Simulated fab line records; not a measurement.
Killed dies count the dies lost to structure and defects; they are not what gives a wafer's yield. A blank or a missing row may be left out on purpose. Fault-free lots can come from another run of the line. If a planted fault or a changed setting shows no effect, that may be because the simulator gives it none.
Which tool was responsible? -- flow berkeley-cmos170 -- 15 lots, 45 wafers sampled, at 3 steps of a route of 331

== WHAT EACH GAUGE READ, for each wafer ==
UCB170_NVT_OVL_MEAS_06. Usual: for NVT_OVL the level is 0 nm and the standard deviation is 5.
lot,measured,on,NVT_OVL (nm),flag
L991,day 7 03:04,overlay-01,-1 -3 -6,
L996,day 7 09:01,overlay-02,7 -4 -4,
L994,day 7 09:14,overlay-02,2 0 2,
L990,day 7 09:36,overlay-02,2 0 -3,
L100,day 8 06:55,overlay-01,-2 0 -2,
L101,day 8 07:11,overlay-02,-8 -8 -4,
L998,day 8 07:28,overlay-01,-2 1 2,
L102,day 8 12:55,overlay-01,-5 -1 2,
L103,day 8 13:11,overlay-02,7 2 2,
L105,day 10 01:26,overlay-02,-1 -5 1,
L107,day 10 02:02,overlay-01,-6 -3 -7,
L108,day 10 02:07,overlay-02,0 2 -2,
L112,day 11 03:34,overlay-02,-12 -16 -10,
L113,day 11 03:50,overlay-02,1 7 -1,
L111,day 11 03:55,overlay-01,7 6 5,

UCB170_V2_CD_MEAS_12 targets a cd of 700 nm. Usual: cd-nm 699.9 nm, standard deviation 1.3.
lot,measured,on,cd-nm (nm),flag
L991,day 9 18:24,cd-sem-01,701.5 701.2 700.6,
L996,day 9 19:31,cd-sem-01,699.4 700.4 699.9,
L994,day 9 20:19,cd-sem-01,699.6 700.8 699.8,
L990,day 9 19:47,cd-sem-01,699.6 698.8 699.2,
L100,day 10 10:46,cd-sem-02,- - -,OFF
L101,day 10 13:34,cd-sem-02,- - -,OFF
L998,day 10 09:32,cd-sem-01,- - -,OFF
L102,day 10 23:30,cd-sem-02,699.9 699.3 699.6,
L103,day 11 02:06,cd-sem-02,701.5 703.8 702.9,
L105,day 12 08:25,cd-sem-01,700.6 701.9 699.9,
L107,day 12 08:34,cd-sem-02,700.0 699.8 699.9,
L108,day 12 12:37,cd-sem-01,700.3 701.4 699.4,
L112,day 13 08:46,cd-sem-01,698.6 698.9 697.7,
L113,day 13 10:01,cd-sem-02,700.7 700.0 701.9,
L111,day 13 10:29,cd-sem-01,701.5 700.7 701.5,

== EACH LOT AND THE TOOL THAT RAN IT (in order: tool; ch and the chambers of the sampled wafers; start) ==
lot,UCB170_V2_DEVELOP_11
L991,"litho-track-03 ch 0, day 9 18:00"
L996,"litho-track-03 ch 0, day 9 19:00"
L994,"litho-track-03 ch 0, day 9 20:00"
L990,"litho-track-04 ch 0, day 9 19:00"
L100,"litho-track-04, day 10 10:00"
L101,"litho-track-04, day 10 13:00"
L998,"litho-track-03, day 10 09:00"
L102,"litho-track-03 ch 0, day 10 23:00"
L103,"litho-track-04 ch 0, day 11 01:00"
L105,"litho-track-02 ch 0, day 12 08:00"
L107,"litho-track-04 ch 0, day 12 08:00"
L108,"litho-track-04 ch 0, day 12 12:00"
L112,"litho-track-02 ch 0, day 13 08:00"
L113,"litho-track-02 ch 0, day 13 09:00"
L111,"litho-track-04 ch 0, day 13 10:00"
- UCB170_V2_DEVELOP_11: develop time 45 s.

== WHAT THE TOOLS THEMSELVES READ (means of the sampled wafers that have a number; where no wafer has one, the mark that the record gives instead) ==
UCB170_V2_DEVELOP_11. Usual: chill-plate-temp-C 23.00 C, standard deviation 0.12; developer-temp-C 21.00 C, standard deviation 0.098; exhaust-pa 45.0 Pa, standard deviation 0.78.
lot,tool,chill-plate-temp-C (C),developer-temp-C (C),exhaust-pa (Pa),flag
L991,litho-track-03,22.93,21.00,44.9,
L996,litho-track-03,23.11,20.93,44.7,
L994,litho-track-03,23.01,21.06,45.4,
L990,litho-track-04,23.07,21.00,46.7,
L100,litho-track-04,-,-,-,OFF
L101,litho-track-04,-,-,-,OFF
L998,litho-track-03,-,-,-,OFF
L102,litho-track-03,23.02,20.97,45.6,
L103,litho-track-04,22.95,20.86,44.7,
L105,litho-track-02,22.83,21.01,45.7,
L107,litho-track-04,22.92,21.09,45.4,
L108,litho-track-04,22.97,20.89,44.9,
L112,litho-track-02,23.15,21.03,45.1,
L113,litho-track-02,23.05,21.03,43.5,
L111,litho-track-04,22.91,20.92,45.1,

== THE ANSWER, worked out from the rows above alone ==
Rule: take the mean of a lot's wafers that have a number; if it is more than 3 standard deviations from the usual mean, the lot is off. Also off: a lot with no number at a reading for which 4 or more lots have one. All remaining lots with rows at the step are treated as sound. Order of review: gauges by route order, followed by the tools' own readings, for which a lot's mean as printed above is used. The first step at which some lot is off is used, and at that step the reading that is off furthest; a lot without a number counts as furthest.
Off at UCB170_V2_CD_MEAS_12 (cd-nm): L100, L101, L998. Without a number there: L100, L101, L998.
If a tool, at a process step before that reading, ran all the lots that are off and no sound lot after the first of them, it fits. The gauges at UCB170_V2_CD_MEAS_12 aren't tried: what is off there is off at UCB170_V2_DEVELOP_11 too, on other tools, and a gauge's error can't cause that. Not one of the candidates tried fits.

== WHAT HAD BEEN PUT IN BY THE SIMULATOR ==
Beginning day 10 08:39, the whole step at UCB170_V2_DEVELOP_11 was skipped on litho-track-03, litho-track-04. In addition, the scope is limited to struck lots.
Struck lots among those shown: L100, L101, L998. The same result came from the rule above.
